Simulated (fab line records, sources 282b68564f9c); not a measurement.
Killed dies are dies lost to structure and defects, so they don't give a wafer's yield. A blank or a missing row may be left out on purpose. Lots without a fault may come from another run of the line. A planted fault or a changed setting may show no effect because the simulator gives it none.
fab line records | flow rit_cmos
record lots=5 wafers=15 last_day=5
route steps=202 shown WELLDRIVE@50 NWELL@51 PWELL@52 NRETRO@53 PRETRO@64 GATE@75 FOX2@80
lots that met no fault: from a run of the same line without faults
start_h: hours from the record's first day to the start of the lot's first wafer shown | wait_h: hours since the lot's step before | " the same as in the row above | L1.1+2: a row that stands for several wafers | - no value, or no start given | * or withheld: withheld | < > ~ a bound
route shown NAME@n: a module of which the file shows steps, and the number in the route of the first | usual: mean/standard deviation of fault-free wafers | same: alike in all rows | chamber/n: place in a boat | sites: the reading at each site | _std_site: their standard deviation | _edge_site: outer sites' mean less inner sites' | radius_mm: how far each site lies from the wafer's centre | mask NAME#n: copy n | behind: the tool/chamber that last shaped the wafer | hold: why the lot was held/for how many hours/how that ended | device: the transistor (n, p or np) that didn't switch | end of line: the same wafers' tests at the end of the route | a step without rows: its recipe alone | killed: dies lost to structure and defects at the first sort, not the wafer's yield | map: a wafer's dies, x killed, . not, _ none there
set.NAME: the setting as run; set.NAME@STEP: as run at that earlier step | model.NAME: the simulator's own value behind a step, which no gauge read
lots at some steps of the route; a table a step, a row a wafer
services: from which hour (start_h, from the record's first day; less than 0 if before it) a tool's chamber was out of use, for how many hours, and why
## steps
# step RIT_WELLDRIVE_ANNEAL_00
# recipe temp_c=1100 time_s=14700 ambient=N2
# usual zone_power_load_pct=38.3/0.84 zone_power_source_pct=47/3.2
# columns lot.wafer tool chamber start_h wait_h zone_power_load_pct zone_power_source_pct
L081.3 furnace-01 0 60.18 0.9 38.2 43
L081.4 " 0 " " 38.6 43
L081.6 " 0 " " 38.1 43
L083.2 furnace-03 0 74.07 3.0 37.4 48
L083.4 " 0 " " 37.8 47
L083.6 " 0 " " 36.8 47
L085.1 furnace-03 0 82.90 0.1 37.9 47
L085.3 " 0 " " 37.7 47
L085.4 " 0 " " 37.6 48
L086.1 furnace-01 0 87.78 1.6 38.3 43
L086.2 " 0 " " 38.2 43
L086.5 " 0 " " 38.1 43
L087.4 furnace-03 0 88.36 0.0 37.7 47
L087.5 " 0 " " 37.6 48
L087.6 " 0 " " 37.5 47
# step RIT_WELLDRIVE_RS_MEAS_01
# recipe thk_meas_gauge=four-point-probe
# usual NWELL_RS=275.5/0.66
# columns lot.wafer tool chamber start_h wait_h NWELL_RS[ohm/sq]
L081.3 film_metro-03 - 65.30 0.0 275.8
L081.4 " - " " 276.5
L081.6 " - " " 276.3
L083.2 film_metro-03 - 79.17 0.0 275.0
L083.4 " - " " 274.5
L083.6 " - " " 274.5
L085.1 film_metro-03 - 87.98 0.0 275.2
L085.3 " - " " 274.5
L085.4 " - " " 275.8
L086.1 film_metro-03 - 92.86 0.0 275.2
L086.2 " - " " 274.9
L086.5 " - " " 275.4
L087.4 film_metro-01 - 93.50 0.1 276.1
L087.5 " - " " 276.5
L087.6 " - " " 276.9
# step RIT_WELLDRIVE_RS_MEAS_02
# recipe thk_meas_gauge=four-point-probe
# usual PWELL_RS=429.8/1.2
# columns lot.wafer tool chamber start_h wait_h PWELL_RS[ohm/sq]
L081.3 film_metro-03 - 65.42 0.1 431.2
L081.4 " - " " 432.1
L081.6 " - " " 431.4
L083.2 film_metro-03 - 79.29 0.1 428.6
L083.4 " - " " 429.8
L083.6 " - " " 429.3
L085.1 film_metro-03 - 88.10 0.1 427.8
L085.3 " - " " 430.4
L085.4 " - " " 429.4
L086.1 film_metro-03 - 92.98 0.1 428.8
L086.2 " - " " 428.6
L086.5 " - " " 428.3
L087.4 film_metro-01 - 93.62 0.1 428.1
L087.5 " - " " 428.3
L087.6 " - " " 429.4
# step RIT_NRETRO_HMDS_00
# recipe prime_time_s=60 prime_temp_c=140
# usual prime_temp_c=140.00/0.14
# columns lot.wafer tool chamber start_h wait_h prime_temp_c
L081.3 litho_track-04 0 65.55 0.1 139.80
L081.4 " 0 " " 139.95
L081.6 " 0 " " 139.85
L083.2 litho_track-04 0 79.42 0.1 140.24
L083.4 " 0 " " 140.11
L083.6 " 0 " " 140.05
L085.1 litho_track-01 0 88.22 0.1 140.06
L085.3 " 0 " " 140.05
L085.4 " 0 " " 139.78
L086.1 litho_track-02 0 93.10 0.1 139.74
L086.2 " 0 " " 139.78
L086.5 " 0 " " 139.91
L087.4 litho_track-01 0 93.79 0.1 139.83
L087.5 " 0 " " 140.08
L087.6 " 0 " " 139.95
# step RIT_NRETRO_COAT_01
# recipe resist=NOVOLAK spin_rpm=2000 resist_thk_nm=1300
# columns lot.wafer tool chamber start_h wait_h
L081.3+4+6 litho_track-04 0 65.70 0.1
L083.2+4+6 litho_track-04 0 79.57 0.1
L085.1+3+4 litho_track-01 0 88.37 0.1
L086.1+2+5 litho_track-02 0 93.25 0.1
L087.4+5+6 litho_track-01 0 93.94 0.1
# step RIT_NRETRO_SOFTBAKE_02
# recipe resist=NOVOLAK temp_c=90 time_s=60
# usual plate_temp_C=89.98/0.12
# columns lot.wafer tool chamber start_h wait_h plate_temp_C
L081.3 litho_track-04 0 65.85 0.1 90.02
L081.4 " 0 " " 89.88
L081.6 " 0 " " 89.89
L083.2 litho_track-04 0 79.72 0.1 89.97
L083.4 " 0 " " 89.93
L083.6 " 0 " " 90.08
L085.1 litho_track-01 0 88.52 0.1 89.93
L085.3 " 0 " " 89.92
L085.4 " 0 " " 89.99
L086.1 litho_track-02 0 93.40 0.1 89.80
L086.2 " 0 " " 89.85
L086.5 " 0 " " 89.85
L087.4 litho_track-01 0 94.09 0.1 89.95
L087.5 " 0 " " 90.17
L087.6 " 0 " " 89.91
# step RIT_NRETRO_EXPOSE_03
# recipe mask_id=M4 na=0.57 target_cd_nm=43900 dose_mj=250
# columns lot.wafer tool chamber start_h wait_h mask
L081.3+4+6 iline_stepper-01 0 66.11 0.2 M4#0
L083.2+4+6 iline_stepper-02 0 79.99 0.2 M4#0
L085.1+3+4 iline_stepper-02 0 88.79 0.2 M4#0
L086.1+2+5 iline_stepper-02 0 93.55 0.1 M4#0
L087.4+5+6 iline_stepper-02 0 94.22 0.1 M4#0
# step RIT_NRETRO_PEB_04
# recipe resist=NOVOLAK temp_c=withheld time_s=withheld
# columns lot.wafer tool chamber start_h wait_h
L081.3+4+6 litho_track-01 0 66.24 0.1
L083.2+4+6 litho_track-02 0 80.11 0.1
L085.1+3+4 litho_track-04 0 88.91 0.1
L086.1+2+5 litho_track-02 0 93.67 0.1
L087.4+5+6 litho_track-04 0 94.35 0.1
# step RIT_NRETRO_DEVELOP_05
# recipe resist=NOVOLAK develop_time_s=68 dev_temp_c=23
# columns lot.wafer tool chamber start_h wait_h
L081.3+4+6 litho_track-01 0 - -
L083.2+4+6 litho_track-02 0 - -
L085.1+3+4 litho_track-04 0 - -
L086.1+2+5 litho_track-02 0 - -
L087.4+5+6 litho_track-04 0 - -
# step RIT_NRETRO_OVL_MEAS_06
# usual NRETRO_OVL=0.7/1.3
# columns lot.wafer tool chamber start_h wait_h NRETRO_OVL[nm]
L081.3 overlay-02 - 66.52 - 0.6
L081.4 " - " " 0.8
L081.6 " - " " 0.4
L083.2 overlay-01 - 80.41 - -1.2
L083.4 " - " " 0.2
L083.6 " - " " -0.7
L085.1 overlay-02 - 89.22 - 3.5
L085.3 " - " " 0.9
L085.4 " - " " 0.0
L086.1 overlay-01 - 93.98 - -0.8
L086.2 " - " " 0.7
L086.5 " - " " 1.9
L087.4 overlay-01 - 94.61 - -1.1
L087.5 " - " " 0.7
L087.6 " - " " -2.3
# step RIT_NRETRO_HARDBAKE_07
# recipe resist=NOVOLAK temp_c=140 time_s=120
# usual plate_temp_C=140.00/0.14
# columns lot.wafer tool chamber start_h wait_h plate_temp_C
L081.3 litho_track-04 0 66.62 0.1 140.03
L081.4 " 0 " " 140.02
L081.6 " 0 " " 139.92
L083.2 litho_track-04 0 80.48 0.1 139.90
L083.4 " 0 " " 139.76
L083.6 " 0 " " 139.88
L085.1 litho_track-04 0 89.26 0.0 139.98
L085.3 " 0 " " 140.00
L085.4 " 0 " " 139.96
L086.1 litho_track-04 0 94.02 0.0 140.06
L086.2 " 0 " " 139.82
L086.5 " 0 " " 139.83
L087.4 litho_track-04 0 94.75 0.1 140.02
L087.5 " 0 " " 139.88
L087.6 " 0 " " 139.74
# step RIT_NRETRO_IMPLANT_08
# recipe species=P energy_kev=68.87 dose_cm2=1e+13 tilt_deg=7
# columns lot.wafer tool chamber start_h wait_h
L081.3+4+6 implanter-02 0 66.84 0.2
L083.2+4+6 implanter-02 0 80.71 0.2
L085.1+3+4 implanter-02 0 89.51 0.2
L086.1+2+5 implanter-04 0 94.27 0.2
L087.4+5+6 implanter-04 0 94.95 0.2
# step RIT_NRETRO_STRIP_09
# recipe chemistry=O2 time_s=180 resist=NOVOLAK platen_temp_c=withheld power_w=500 pressure_mtorr=4000 o2_flow_sccm=4000
# usual drypump_motor_current_A=5.7/0.56
# columns lot.wafer tool chamber start_h wait_h drypump_motor_current_A rf_hours_counter_h
L081.3 plasma_asher-01 0 67.00 0.1 5.1 -
L081.4 " 1 " " 5.7 -
L081.6 " 1 " " 5.7 -
L083.2 plasma_asher-01 0 80.84 0.1 5.1 30
L083.4 " 1 " " 5.7 -
L083.6 " 1 " " 5.8 -
L085.1 plasma_asher-01 0 89.66 0.1 5.1 31
L085.3 " 1 " " 5.7 -
L085.4 " 0 " " 5.1 -
L086.1 plasma_asher-01 0 94.42 0.1 5.1 31
L086.2 " 1 " " 5.7 31
L086.5 " 1 " " 5.7 -
L087.4 plasma_asher-01 1 95.09 0.1 5.7 -
L087.5 " 1 " " 5.7 -
L087.6 " 0 " " 5.1 -
# step RIT_NRETRO_TW_MEAS_10
# usual NRETRO_TW=1044/8.8
# columns lot.wafer tool chamber start_h wait_h NRETRO_TW
L081.3 film_metro-02 - 67.14 0.1 1052
L081.4 " - " " 1048
L081.6 " - " " 1056
L083.2 film_metro-02 - 81.02 0.1 1058
L083.4 " - " " 1058
L083.6 " - " " 1058
L085.1 film_metro-01 - 89.84 0.1 1032
L085.3 " - " " 1046
L085.4 " - " " 1040
L086.1 film_metro-04 - 94.59 0.1 1047
L086.2 " - " " 1043
L086.5 " - " " 1043
L087.4 film_metro-02 - 95.23 0.1 1059
L087.5 " - " " 1058
L087.6 " - " " 1057
# step RIT_PRETRO_HMDS_00
# recipe prime_time_s=60 prime_temp_c=140
# usual prime_temp_c=140.00/0.13
# columns lot.wafer tool chamber start_h wait_h prime_temp_c
L081.3 litho_track-04 0 67.23 0.1 140.03
L081.4 " 0 " " 140.04
L081.6 " 0 " " 139.82
L083.2 litho_track-01 0 81.10 0.1 139.85
L083.4 " 0 " " 139.94
L083.6 " 0 " " 140.08
L085.1 litho_track-01 0 89.90 0.1 140.00
L085.3 " 0 " " 140.01
L085.4 " 0 " " 139.95
L086.1 litho_track-03 0 94.65 0.1 140.24
L086.2 " 0 " " 140.21
L086.5 " 0 " " 140.20
L087.4 litho_track-03 0 95.34 0.1 139.80
L087.5 " 0 " " 140.04
L087.6 " 0 " " 140.13
# step RIT_PRETRO_COAT_01
# recipe resist=NOVOLAK spin_rpm=2000 resist_thk_nm=1300
# columns lot.wafer tool chamber start_h wait_h
L081.3+4+6 litho_track-04 0 67.38 0.1
L083.2+4+6 litho_track-01 0 81.25 0.1
L085.1+3+4 litho_track-01 0 90.05 0.1
L086.1+2+5 litho_track-03 0 94.80 0.1
L087.4+5+6 litho_track-03 0 95.49 0.1
# step RIT_PRETRO_SOFTBAKE_02
# recipe resist=NOVOLAK temp_c=90 time_s=60
# usual plate_temp_C=89.96/0.11
# columns lot.wafer tool chamber start_h wait_h plate_temp_C
L081.3 litho_track-04 0 67.53 0.1 89.81
L081.4 " 0 " " 89.96
L081.6 " 0 " " 90.11
L083.2 litho_track-01 0 81.40 0.1 90.16
L083.4 " 0 " " 90.02
L083.6 " 0 " " 89.93
L085.1 litho_track-01 0 90.20 0.1 89.97
L085.3 " 0 " " 89.99
L085.4 " 0 " " 89.94
L086.1 litho_track-03 0 94.95 0.1 90.02
L086.2 " 0 " " 89.94
L086.5 " 0 " " 90.03
L087.4 litho_track-03 0 95.64 0.1 90.18
L087.5 " 0 " " 90.09
L087.6 " 0 " " 90.11
# step RIT_PRETRO_EXPOSE_03
# recipe mask_id=M5 na=0.57 target_cd_nm=43700 dose_mj=250
# columns lot.wafer tool chamber start_h wait_h mask
L081.3+4+6 iline_stepper-01 0 67.66 0.1 M5#0
L083.2+4+6 iline_stepper-01 0 81.67 0.2 M5#0
L085.1+3+4 iline_stepper-02 0 90.47 0.2 M5#0
L086.1+2+5 iline_stepper-02 0 95.10 0.1 M5#0
L087.4+5+6 iline_stepper-02 0 95.77 0.1 M5#0
# step RIT_PRETRO_PEB_04
# recipe resist=NOVOLAK temp_c=withheld time_s=withheld
# columns lot.wafer tool chamber start_h wait_h
L081.3+4+6 litho_track-04 0 67.79 0.1
L083.2+4+6 litho_track-01 0 81.79 0.1
L085.1+3+4 litho_track-03 0 90.59 0.1
L086.1+2+5 litho_track-01 0 95.22 0.1
L087.4+5+6 litho_track-03 0 95.90 0.1
# step RIT_PRETRO_DEVELOP_05
# recipe resist=NOVOLAK develop_time_s=68 dev_temp_c=23
# columns lot.wafer tool chamber start_h wait_h
L081.3+4+6 litho_track-04 0 - -
L083.2+4+6 litho_track-01 0 - -
L085.1+3+4 litho_track-03 0 - -
L086.1+2+5 litho_track-01 0 - -
L087.4+5+6 litho_track-03 0 - -
# step RIT_PRETRO_OVL_MEAS_06
# usual PRETRO_OVL=0.8/1.3
# columns lot.wafer tool chamber start_h wait_h PRETRO_OVL[nm]
L081.3 overlay-02 - 68.07 - 1.9
L081.4 " - " " 0.2
L081.6 " - " " 2.4
L083.2 overlay-02 - 82.08 - 0.7
L083.4 " - " " 2.3
L083.6 " - " " 1.3
L085.1 overlay-01 - 90.90 - 1.2
L085.3 " - " " -0.4
L085.4 " - " " -2.0
L086.1 overlay-01 - 95.53 - 1.9
L086.2 " - " " 2.2
L086.5 " - " " 0.4
L087.4 overlay-01 - 96.16 - 0.6
L087.5 " - " " 2.6
L087.6 " - " " 2.6
# step RIT_PRETRO_HARDBAKE_07
# recipe resist=NOVOLAK temp_c=140 time_s=120
# usual plate_temp_C=140.04/0.15
# columns lot.wafer tool chamber start_h wait_h plate_temp_C
L081.3 litho_track-04 0 68.17 0.1 140.10
L081.4 " 0 " " 140.24
L081.6 " 0 " " 140.06
L083.2 litho_track-01 0 82.16 0.1 139.73
L083.4 " 0 " " 140.00
L083.6 " 0 " " 140.01
L085.1 litho_track-04 0 90.94 0.0 140.27
L085.3 " 0 " " 140.29
L085.4 " 0 " " 140.08
L086.1 litho_track-04 0 95.57 0.0 140.02
L086.2 " 0 " " 139.86
L086.5 " 0 " " 139.92
L087.4 litho_track-04 0 96.30 0.1 139.95
L087.5 " 0 " " 140.17
L087.6 " 0 " " 140.02
# step RIT_PRETRO_IMPLANT_08
# recipe species=B energy_kev=45 dose_cm2=1.184e+13 tilt_deg=7
# columns lot.wafer tool chamber start_h wait_h
L081.3+4+6 implanter-01 0 68.39 0.2
L083.2+4+6 implanter-01 0 82.39 0.2
L085.1+3+4 implanter-03 0 91.19 0.2
L086.1+2+5 implanter-03 0 95.82 0.2
L087.4+5+6 implanter-04 0 96.50 0.2
# step RIT_PRETRO_STRIP_09
# recipe chemistry=O2 time_s=180 resist=NOVOLAK platen_temp_c=withheld power_w=500 pressure_mtorr=4000 o2_flow_sccm=4000
# usual drypump_motor_current_A=5.6/0.35
# columns lot.wafer tool chamber start_h wait_h drypump_motor_current_A rf_hours_counter_h
L081.3 plasma_asher-04 1 68.55 0.1 5.7 -
L081.4 " 0 " " 5.9 -
L081.6 " 1 " " 5.7 -
L083.2 plasma_asher-04 0 82.51 0.1 5.9 44
L083.4 " 0 " " 5.9 -
L083.6 " 0 " " 5.9 -
L085.1 plasma_asher-01 0 91.34 0.1 5.1 31
L085.3 " 1 " " 5.7 -
L085.4 " 0 " " 5.1 -
L086.1 plasma_asher-04 1 95.97 0.1 5.6 45
L086.2 " 0 " " 5.9 45
L086.5 " 1 " " 5.6 -
L087.4 plasma_asher-01 1 96.64 0.1 5.8 -
L087.5 " 0 " " 5.1 -
L087.6 " 1 " " 5.8 -
# step RIT_PRETRO_TW_MEAS_10
# usual PRETRO_TW=470/5.2
# columns lot.wafer tool chamber start_h wait_h PRETRO_TW
L081.3 film_metro-03 - 68.69 0.1 467
L081.4 " - " " 466
L081.6 " - " " 467
L083.2 film_metro-02 - 82.70 0.1 480
L083.4 " - " " 479
L083.6 " - " " 480
L085.1 film_metro-02 - 91.51 0.1 477
L085.3 " - " " 476
L085.4 " - " " 479
L086.1 film_metro-01 - 96.14 0.1 468
L086.2 " - " " 469
L086.5 " - " " 468
L087.4 film_metro-01 - 96.78 0.1 468
L087.5 " - " " 469
L087.6 " - " " 469
# step RIT_GATE_WET_ETCH_00
# recipe chemistry=BOE target=SiO2 target_depth_nm=56 time_s=60 dry=n2_spin dilution=10:1 temp_c=21.5
# columns lot.wafer tool chamber start_h wait_h
L081.3+4+6 wet_bench-02 2 68.73 0.0
L083.2+4+6 wet_bench-02 3 82.75 0.0
L085.1+3+4 wet_bench-02 0 91.57 0.1
L086.1+2+5 wet_bench-02 2 96.20 0.1
L087.4+5+6 wet_bench-03 0 96.81 0.0
# step RIT_GATE_CLEAN_01
# recipe chemistry=SC1 mix=3:3:50 time_s=600 temp_c=75
# columns lot.wafer tool chamber start_h wait_h
L081.3+4+6 wet_bench-03 3 68.75 0.0
L083.2+4+6 wet_bench-01 1 82.78 0.0
L085.1+3+4 wet_bench-01 1 91.60 0.0
L086.1+2+5 wet_bench-03 0 96.23 0.0
L087.4+5+6 wet_bench-01 3 96.84 0.0
# step RIT_GATE_CLEAN_02
# recipe chemistry=dHF dilution=50:1 time_s=30
# columns lot.wafer tool chamber start_h wait_h
L081.3+4+6 wet_bench-02 1 68.94 0.0
L083.2+4+6 wet_bench-02 0 83.19 0.0
L085.1+3+4 wet_bench-03 0 91.95 0.0
L086.1+2+5 wet_bench-02 2 96.44 0.0
L087.4+5+6 wet_bench-01 1 97.19 0.0
# step RIT_GATE_CLEAN_03
# recipe chemistry=SC2 mix=3:3:50 time_s=600 temp_c=75 dry=n2_spin
# columns lot.wafer tool chamber start_h wait_h
L081.3+4+6 wet_bench-01 0 68.96 0.0
L083.2+4+6 wet_bench-03 3 83.21 0.0
L085.1+3+4 wet_bench-01 2 91.96 0.0
L086.1+2+5 wet_bench-01 3 96.45 0.0
L087.4+5+6 wet_bench-02 1 97.23 0.0
# step RIT_GATE_CLEAN_04
# recipe chemistry=dHF dilution=50:1 time_s=60 dry=n2_spin
# columns lot.wafer tool chamber start_h wait_h
L081.3+4+6 wet_bench-02 3 69.13 0.0
L083.2+4+6 wet_bench-01 3 83.39 0.0
L085.1+3+4 wet_bench-03 0 92.31 0.0
L086.1+2+5 wet_bench-02 3 96.80 0.0
L087.4+5+6 wet_bench-01 1 97.40 0.0
# step RIT_FOX2_THK_MEAS_91
# recipe reads=SiO2_of_FOX2_OXIDATION_00
# usual FIELD_OXIDE_LEFT_2_THK=257/7.8
# columns lot.wafer tool chamber start_h wait_h FIELD_OXIDE_LEFT_2_THK[nm]
L081.3 film_metro-04 - 69.18 0.0 270
L081.4 " - " " 270
L081.6 " - " " 266
L083.2 film_metro-02 - 83.46 0.0 265
L083.4 " - " " 261
L083.6 " - " " 265
L085.1 film_metro-02 - 92.34 0.0 261
L085.3 " - " " 256
L085.4 " - " " 256
L086.1 film_metro-04 - 96.83 0.0 259
L086.2 " - " " 242
L086.5 " - " " 245
L087.4 film_metro-03 - 97.48 0.0 247
L087.5 " - " " 249
L087.6 " - " " 248
# step RIT_GATE_OXIDATION_05
# recipe temp_c=900 ambient=O2 target_thk_a=30 ox_time_s=270
# usual zone_power_load_pct=24.0/0.58 zone_power_source_pct=29.5/2.6
# columns lot.wafer tool chamber start_h wait_h zone_power_load_pct zone_power_source_pct
L081.3 furnace-01 0 70.37 1.2 23.7 27.0
L081.4 " 0 " " 23.6 26.6
L081.6 " 0 " " 23.7 26.9
L083.2 furnace-04 0 83.82 0.4 24.7 32.6
L083.4 " 0 " " 24.8 32.5
L083.6 " 0 " " 24.4 32.1
L085.1 furnace-04 0 94.53 2.2 24.4 32.4
L085.3 " 0 " " 24.7 32.9
L085.4 " 0 " " 24.7 32.0
L086.1 furnace-04 0 99.10 2.3 24.5 32.1
L086.2 " 0 " " 24.5 32.4
L086.5 " 0 " " 24.9 32.6
L087.4 furnace-04 0 99.10 1.6 24.7 31.7
L087.5 " 0 " " 24.4 32.0
L087.6 " 0 " " 24.7 32.9
# step RIT_GATE_ANNEAL_06
# recipe temp_c=900 time_s=600 ambient=N2O
# usual zone_power_load_pct=24.0/0.6 zone_power_source_pct=30.0/2.4
# columns lot.wafer tool chamber start_h wait_h zone_power_load_pct zone_power_source_pct
L081.3 furnace-04 0 74.53 3.1 24.4 32.2
L081.4 " 0 " " 24.5 32.0
L081.6 " 0 " " 24.6 32.4
L083.2 furnace-04 0 84.90 0.0 24.7 32.0
L083.4 " 0 " " 24.6 32.7
L083.6 " 0 " " 24.7 32.6
L085.1 furnace-04 0 98.85 3.2 24.7 32.6
L085.3 " 0 " " 24.7 31.9
L085.4 " 0 " " 24.7 32.0
L086.1 furnace-03 0 101.07 0.9 23.1 30.0
L086.2 " 0 " " 23.1 29.1
L086.5 " 0 " " 23.2 29.2
L087.4 furnace-03 0 101.07 0.9 23.3 29.8
L087.5 " 0 " " 23.2 29.4
L087.6 " 0 " " 23.3 28.9
# step RIT_GATE_THK_MEAS_07
# recipe reads=SiO2_of_GATE_OXIDATION_05
# usual GATE_OXIDE_THK=3.02/0.052
# columns lot.wafer tool chamber start_h wait_h GATE_OXIDE_THK[nm]
L081.3 film_metro-02 - 74.80 0.0 3.14
L081.4 " - " " 3.05
L081.6 " - " " 3.04
L083.2 film_metro-03 - 85.16 0.0 3.01
L083.4 " - " " 3.04
L083.6 " - " " 3.02
L085.1 film_metro-03 - 99.10 0.0 2.98
L085.3 " - " " 2.95
L085.4 " - " " 3.10
L086.1 film_metro-04 - 101.32 0.0 2.99
L086.2 " - " " 3.03
L086.5 " - " " 3.00
L087.4 film_metro-02 - 101.35 0.0 2.97
L087.5 " - " " 3.05
L087.6 " - " " 2.97
# step RIT_GATE_CVD_08
# recipe material=poly-Si target_thk_nm=250 temp_c=610 precursor=SiH4 time_s=2220 pressure_mtorr=300 sih4_flow_sccm=100
# usual zone_power_load_pct=10.8/0.53 zone_power_source_pct=12.2/0.69
# columns lot.wafer tool chamber start_h wait_h zone_power_load_pct zone_power_source_pct
L081.3 lpcvd-02 0 77.03 2.2 11.1 10.8
L081.4 " 0 " " 11.3 11.0
L081.6 " 0 " " 11.2 11.0
L083.2 lpcvd-02 0 85.21 0.0 11.3 11.0
L083.4 " 0 " " 11.2 10.9
L083.6 " 0 " " 11.4 10.9
L085.1 lpcvd-02 1 99.16 0.1 10.9 12.3
L085.3 " 1 " " 10.8 12.4
L085.4 " 1 " " 11.0 12.3
L086.1 lpcvd-01 0 101.38 0.1 11.5 12.1
L086.2 " 0 " " 11.4 12.1
L086.5 " 0 " " 11.3 11.9
L087.4 lpcvd-01 0 101.38 0.0 11.4 12.2
L087.5 " 0 " " 11.5 12.1
L087.6 " 0 " " 11.0 12.3
# step RIT_GATE_THK_MEAS_09
# recipe reads=poly-Si_of_GATE_CVD_08
# usual GATE_POLY_THK=248.2/2.4
# columns lot.wafer tool chamber start_h wait_h GATE_POLY_THK[nm]
L081.3 film_metro-02 - 79.48 0.0 250.8
L081.4 " - " " 251.2
L081.6 " - " " 251.0
L083.2 film_metro-03 - 87.64 0.0 246.4
L083.4 " - " " 247.0
L083.6 " - " " 247.2
L085.1 film_metro-03 - 100.78 0.0 247.7
L085.3 " - " " 247.8
L085.4 " - " " 247.2
L086.1 film_metro-03 - 103.81 0.0 249.1
L086.2 " - " " 248.2
L086.5 " - " " 250.0
L087.4 film_metro-04 - 103.84 0.0 244.8
L087.5 " - " " 245.1
L087.6 " - " " 243.6
# step RIT_GATE_HMDS_10
# recipe prime_time_s=60 prime_temp_c=140
# usual prime_temp_c=139.98/0.13
# columns lot.wafer tool chamber start_h wait_h prime_temp_c
L081.3 litho_track-02 0 79.69 0.2 140.08
L081.4 " 0 " " 140.09
L081.6 " 0 " " 140.24
L083.2 litho_track-03 0 87.72 0.1 139.77
L083.4 " 0 " " 139.94
L083.6 " 0 " " 139.80
L085.1 litho_track-03 0 100.84 0.1 140.02
L085.3 " 0 " " 140.12
L085.4 " 0 " " 140.06
L086.1 litho_track-01 0 103.87 0.1 139.78
L086.2 " 0 " " 139.86
L086.5 " 0 " " 140.14
L087.4 litho_track-02 0 104.03 0.2 140.22
L087.5 " 0 " " 140.01
L087.6 " 0 " " 140.02
# step RIT_GATE_COAT_11
# recipe resist=NOVOLAK spin_rpm=4250 resist_thk_nm=850
# columns lot.wafer tool chamber start_h wait_h
L081.3+4+6 litho_track-02 0 79.84 0.1
L083.2+4+6 litho_track-03 0 87.87 0.1
L085.1+3+4 litho_track-03 0 100.99 0.1
L086.1+2+5 litho_track-01 0 104.02 0.1
L087.4+5+6 litho_track-02 0 104.18 0.1
# step RIT_GATE_SOFTBAKE_12
# recipe resist=NOVOLAK temp_c=90 time_s=60
# usual plate_temp_C=90.00/0.13
# columns lot.wafer tool chamber start_h wait_h plate_temp_C
L081.3 litho_track-02 0 79.99 0.1 90.14
L081.4 " 0 " " 90.17
L081.6 " 0 " " 89.87
L083.2 litho_track-03 0 88.02 0.1 89.95
L083.4 " 0 " " 89.96
L083.6 " 0 " " 89.87
L085.1 litho_track-03 0 101.14 0.1 89.90
L085.3 " 0 " " 89.82
L085.4 " 0 " " 89.92
L086.1 litho_track-01 0 104.17 0.1 89.93
L086.2 " 0 " " 90.13
L086.5 " 0 " " 90.08
L087.4 litho_track-02 0 104.33 0.1 90.06
L087.5 " 0 " " 89.88
L087.6 " 0 " " 89.83
# step RIT_GATE_EXPOSE_13
# recipe mask_id=M6 na=0.6 source_shape=conventional sigma_outer=0.6 target_cd_nm=150 dose_mj=380
# columns lot.wafer tool chamber start_h wait_h mask
L081.3+4+6 iline_stepper-02 0 80.13 0.1 M6#0
L083.2+4+6 iline_stepper-02 0 88.34 0.3 M6#0
L085.1+3+4 iline_stepper-02 0 101.29 0.1 M6#0
L086.1+2+5 iline_stepper-01 0 104.44 0.2 M6#0
L087.4+5+6 iline_stepper-01 0 104.62 0.3 M6#0
# step RIT_GATE_PEB_14
# recipe resist=NOVOLAK temp_c=withheld time_s=withheld
# columns lot.wafer tool chamber start_h wait_h
L081.3+4+6 litho_track-02 0 80.45 0.3
L083.2+4+6 litho_track-03 0 88.47 0.1
L085.1+3+4 litho_track-03 0 101.55 0.2
L086.1+2+5 litho_track-02 0 104.56 0.1
L087.4+5+6 litho_track-03 0 104.75 0.1
# step RIT_GATE_DEVELOP_15
# recipe resist=NOVOLAK develop_time_s=50 dev_temp_c=23
# columns lot.wafer tool chamber start_h wait_h
L081.3+4+6 litho_track-02 0 - -
L083.2+4+6 litho_track-03 0 - -
L085.1+3+4 litho_track-03 0 - -
L086.1+2+5 litho_track-02 0 - -
L087.4+5+6 litho_track-03 0 - -
# step RIT_GATE_CD_MEAS_16
# recipe target_cd_nm=150
# usual cd_nm=150.5/2.5
# columns lot.wafer tool chamber start_h wait_h cd_nm
L081.3 cd_sem-01 - 80.73 - 151.9
L081.4 " - " " 152.0
L081.6 " - " " 150.6
L083.2 cd_sem-01 - 88.75 - 148.4
L083.4 " - " " 149.7
L083.6 " - " " 148.4
L085.1 cd_sem-01 - 101.83 - 149.0
L085.3 " - " " 148.9
L085.4 " - " " 151.1
L086.1 cd_sem-01 - 104.84 - 148.4
L086.2 " - " " 149.8
L086.5 " - " " 149.5
L087.4 cd_sem-02 - 105.02 - 150.8
L087.5 " - " " 148.7
L087.6 " - " " 149.8
# step RIT_GATE_OVL_MEAS_17
# usual GATE_OVL=0.4/1.4
# columns lot.wafer tool chamber start_h wait_h GATE_OVL[nm]
L081.3 overlay-01 - 80.82 0.1 -1.5
L081.4 " - " " 0.1
L081.6 " - " " -1.2
L083.2 overlay-01 - 88.85 0.1 -0.8
L083.4 " - " " -0.2
L083.6 " - " " -0.4
L085.1 overlay-02 - 101.95 0.1 0.5
L085.3 " - " " 3.1
L085.4 " - " " 0.3
L086.1 overlay-01 - 104.96 0.1 0.1
L086.2 " - " " -0.7
L086.5 " - " " -0.7
L087.4 overlay-02 - 105.10 0.1 0.7
L087.5 " - " " -0.5
L087.6 " - " " 0.8
# step RIT_GATE_HARDBAKE_18
# recipe resist=NOVOLAK temp_c=140 time_s=60
# usual plate_temp_C=140.01/0.15
# columns lot.wafer tool chamber start_h wait_h plate_temp_C
L081.3 litho_track-03 0 80.89 0.1 140.07
L081.4 " 0 " " 140.04
L081.6 " 0 " " 139.91
L083.2 litho_track-01 0 88.91 0.0 140.27
L083.4 " 0 " " 140.28
L083.6 " 0 " " 140.16
L085.1 litho_track-02 0 101.99 0.0 139.99
L085.3 " 0 " " 139.91
L085.4 " 0 " " 140.20
L086.1 litho_track-02 0 105.00 0.0 139.99
L086.2 " 0 " " 139.88
L086.5 " 0 " " 139.78
L087.4 litho_track-02 0 105.23 0.1 140.02
L087.5 " 0 " " 139.79
L087.6 " 0 " " 139.92
## services
# columns tool chamber start_h hours kind
implanter-04 - 48.70 4.8 repair
implanter-04 - 53.48 5.7 pm
iline_stepper-02 - 61.37 1.7 pm
iline_stepper-01 - 83.57 13.7 repair
furnace-01 - 94.80 6.2 pm
iline_stepper-02 - 104.00 2.4 repair
## key
fault none
